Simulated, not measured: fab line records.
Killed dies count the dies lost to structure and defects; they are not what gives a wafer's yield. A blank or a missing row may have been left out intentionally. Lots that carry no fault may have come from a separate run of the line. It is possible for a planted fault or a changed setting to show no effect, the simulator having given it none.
The same fault as seen by 2 desks :: flow berkeley cmos170 :: each desk holds nothing but its own numbers, with what lay behind them at the end

== FROM THE METROLOGY DESK ==
What the gauges read, lot by lot, whatever tool the lot ran on: means of the sampled wafers that have a number. If a lot's mean is further than 4 standard deviations from the usual mean, the lot is out of limits and carries the mark OUT (the distance appears in the brackets).
Columns: A = PWELL_OVL at UCB170_PWELL_OVL_MEAS_13, usual 2 nm; B = WELLDRIVE_OXIDE_THK at UCB170_WELLDRIVE_THK_MEAS_02, usual 198 nm; C = cd nm at UCB170_ACTIVE_CD_MEAS_90, usual 1199.9 nm
lot: L734
first seen here: day 3 03:22
A: -6
B: 201
C: 1200.0

lot: L736
first seen here: day 3 21:54
A: 5
B: 196
C: 1198.4

lot: L737
first seen here: day 3 22:05
A: -3
B: 195
C: 1201.7

lot: L738
first seen here: day 4 07:30
A: -3
B: 194
C: 1201.2

lot: L739
first seen here: day 4 07:45
A: 9
B: 193
C: 1199.4

lot: L741
first seen here: day 4 23:54
A: -0
B: 196
C: 1199.8

lot: L744
first seen here: day 5 07:52
A: 6
B: 194
C: 1199.8

lot: L743
first seen here: day 5 07:59
A: 2
B: 197
C: 1200.7

lot: L745
first seen here: day 5 23:05
A: 1
B: 204
C: 1201.8

lot: L746
first seen here: day 5 23:22
A: 5
B: 208
C: 1198.6

lot: L747
first seen here: day 6 07:03
A: 5
B: 195
C: 1198.8

lot: L749
first seen here: day 6 15:09
A: -4
B: 143 (-13) OUT
C: 1198.8

lot: L750
first seen here: day 6 15:24
A: -5
B: 152 (-11) OUT
C: 1199.4

lot: L751
first seen here: day 7 02:40
A: 2
B: 198
C: 1201.1
This desk's result: L749, L750 out of limits, first on L749 (WELLDRIVE_OXIDE_THK at UCB170_WELLDRIVE_THK_MEAS_02), day 7 04:44. Within limits: L734, L736, L737, L738, L739, L741, L744, L743, L745, L746, L747, L751.

== DESK OF THE TOOL OWNER: furnace-01 ==
The tool's own readings at UCB170_WELLDRIVE_OXIDATION_01 (target thk 199 nm, ox time 9000 s): means of the sampled wafers that have a number, for each lot that ran on this tool. If a lot's mean is further than 4 standard deviations from the usual mean, the lot is out of limits and carries the mark OUT (the distance appears in the brackets).
Columns: A = spike tc centre C at UCB170_WELLDRIVE_OXIDATION_01, usual 1102.3 C; B = spike tc load C at UCB170_WELLDRIVE_OXIDATION_01, usual 1127.3 C; C = spike tc source C at UCB170_WELLDRIVE_OXIDATION_01, usual 1125.6 C; D = tube center temp C at UCB170_WELLDRIVE_OXIDATION_01, usual 1100 C; E = tube_center_temp_C_max at UCB170_WELLDRIVE_OXIDATION_01, usual 1102.8
lot: L734
first seen here: day 3 12:16
A: 1102.4
B: 1126.3
C: 1125.3
D: 1100
E: 1103.0

lot: L738
first seen here: day 4 19:37
A: 1102.0
B: 1125.4
C: 1125.7
D: 1100
E: 1102.4

lot: L739
first seen here: day 4 19:37
A: 1101.6
B: 1125.6
C: 1125.4
D: 1100
E: 1102.7

lot: L745
first seen here: day 6 07:26
A: 1101.3
B: 1125.6
C: 1125.8
D: 1100
E: 1102.8

lot: L746
first seen here: day 6 07:26
A: 1101.7
B: 1125.4
C: 1125.8
D: 1100
E: 1102.9

lot: L749
first seen here: day 7 01:13
A: 1057.7 (-32) OUT
B: 1082.2 (-25) OUT
C: 1080.6 (-45) OUT
D: 1056 (-99 or more) OUT
E: 1059.2 (-87) OUT

lot: L750
first seen here: day 7 01:13
A: 1058.1 (-32) OUT
B: 1081.6 (-25) OUT
C: 1081.3 (-44) OUT
D: 1056 (-99 or more) OUT
E: 1059.2 (-87) OUT
This desk's finding: out of limits on L749, L750; first on L749, day 7 01:13 (spike tc centre C at UCB170_WELLDRIVE_OXIDATION_01). Within limits: L734, L738, L739, L745, L746.

== ALL TOGETHER ==
On L749, L750, at day 7 01:13, an alarm was possible from the tool owner's desk.
At day 7 04:44 the metrology desk could have sounded an alarm, on L749, L750.
All the named lots went through UCB170_WELLDRIVE_OXIDATION_01 on furnace-01.

== WHAT WAS PUT IN BY THE SIMULATOR ==
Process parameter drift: furnace-01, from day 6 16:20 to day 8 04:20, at UCB170_WELLDRIVE_OXIDATION_01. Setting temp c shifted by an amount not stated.
Lots struck among those shown: L749, L750.
Counting hours from when the fault started, the first reading out of limits came at 9 for the tool owner's desk and at 12 for the metrology desk.
